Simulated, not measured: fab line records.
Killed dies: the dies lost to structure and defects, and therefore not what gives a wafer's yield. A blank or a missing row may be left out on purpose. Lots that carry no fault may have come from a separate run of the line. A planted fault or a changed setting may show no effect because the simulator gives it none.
Split-lot trial + flow berkeley_cmos170 + 5 lots, 23 wafers read, on a route of 331 steps

## THE SPLIT
At UCB170_PWELL_OXIDATION_02 (target thk 26.4 nm, ox time 1260 s), the setting temp_c was moved away from the recipe's 1000 C on 10 of the 23 wafers read, by -2.1% to +2.6%. For the rest of the wafers, this setting stayed at what the recipe calls for.

No step appears in the file between the split and the reading.

## THE READING
PWELL_OXIDE_THK (nm), taken at UCB170_PWELL_THK_MEAS_03. Fault-free wafers of this fab line usually give 26.2 nm, standard deviation 0.44 nm.

| wafer  | tool, chamber at the split | temp_c as run, C | against the recipe | PWELL_OXIDE_THK, nm | against lot-mates on the recipe |
|--------|----------------------------|------------------|--------------------|---------------------|---------------------------------|
| L074.1 | -, -                       | 978.6            | -2.1%              | 21.4                | no lot-mate on the recipe       |
| L074.2 | -, -                       | 978.6            | -2.1%              | 21.5                | no lot-mate on the recipe       |
| L074.3 | -, -                       | 978.6            | -2.1%              | 21.4                | no lot-mate on the recipe       |
| L074.4 | -, -                       | 978.6            | -2.1%              | 21.4                | no lot-mate on the recipe       |
| L074.5 | -, -                       | 978.6            | -2.1%              | 21.3                | no lot-mate on the recipe       |
| L076.2 | -, -                       | 1026             | +2.6%              | 32.2                | no lot-mate on the recipe       |
| L076.3 | -, -                       | 1026             | +2.6%              | 32.4                | no lot-mate on the recipe       |
| L076.4 | -, -                       | 1026             | +2.6%              | 32.4                | no lot-mate on the recipe       |
| L076.5 | -, -                       | 1026             | +2.6%              | 32.1                | no lot-mate on the recipe       |
| L076.6 | -, -                       | 1026             | +2.6%              | 32.5                | no lot-mate on the recipe       |
| L077.1 | -, -                       | 1000             | recipe             | 26.3                | -                               |
| L077.2 | -, -                       | 1000             | recipe             | 26.2                | -                               |
| L077.4 | -, -                       | 1000             | recipe             | 26.2                | -                               |
| L077.5 | -, -                       | 1000             | recipe             | 26.7                | -                               |
| L077.6 | -, -                       | 1000             | recipe             | 26.2                | -                               |
| L080.1 | -, -                       | 1000             | recipe             | 26.6                | -                               |
| L080.2 | -, -                       | 1000             | recipe             | 26.4                | -                               |
| L080.3 | -, -                       | 1000             | recipe             | 26.8                | -                               |
| L080.4 | -, -                       | 1000             | recipe             | 26.4                | -                               |
| L080.5 | -, -                       | 1000             | recipe             | 26.1                | -                               |
| L083.2 | furnace-04, 0              | 1000             | recipe             | 26.2                | -                               |
| L083.4 | furnace-04, 0              | 1000             | recipe             | 26.2                | -                               |
| L083.5 | furnace-04, 0              | 1000             | recipe             | 26.0                | -                               |

FIT RESULTS
A straight line over all 23 wafers: PWELL_OXIDE_THK changes by +2.3 nm for each +1% of temp_c; r = +1.00; the points scatter about the line by 0.2 nm.
Too few moved wafers have a lot-mate on the recipe to fit a line with each lot's own level taken away.

## THE WHOLE CHAIN: every reading that the file lists as answering this split, in the file's order
| step                      | what it does                       | reading                                                                            | change (the file's fit)             | r (the file's) |
|---------------------------|------------------------------------|------------------------------------------------------------------------------------|-------------------------------------|----------------|
| UCB170_PWELL_OXIDATION_02 | target thk 26.4 nm, ox time 1260 s | SiO2_of_PWELL_OXIDATION_02.thk_nm (the simulator's own value, which no gauge read) | +2.3 nm for each +1% of the setting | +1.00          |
| UCB170_PWELL_THK_MEAS_03  |                                    | PWELL_OXIDE_THK                                                                    | +2.3 for each +1% of the setting    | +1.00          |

## FILE'S OWN FIT
PWELL_OXIDE_THK changes by +2.3 nm for each +1% of temp_c, r = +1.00.
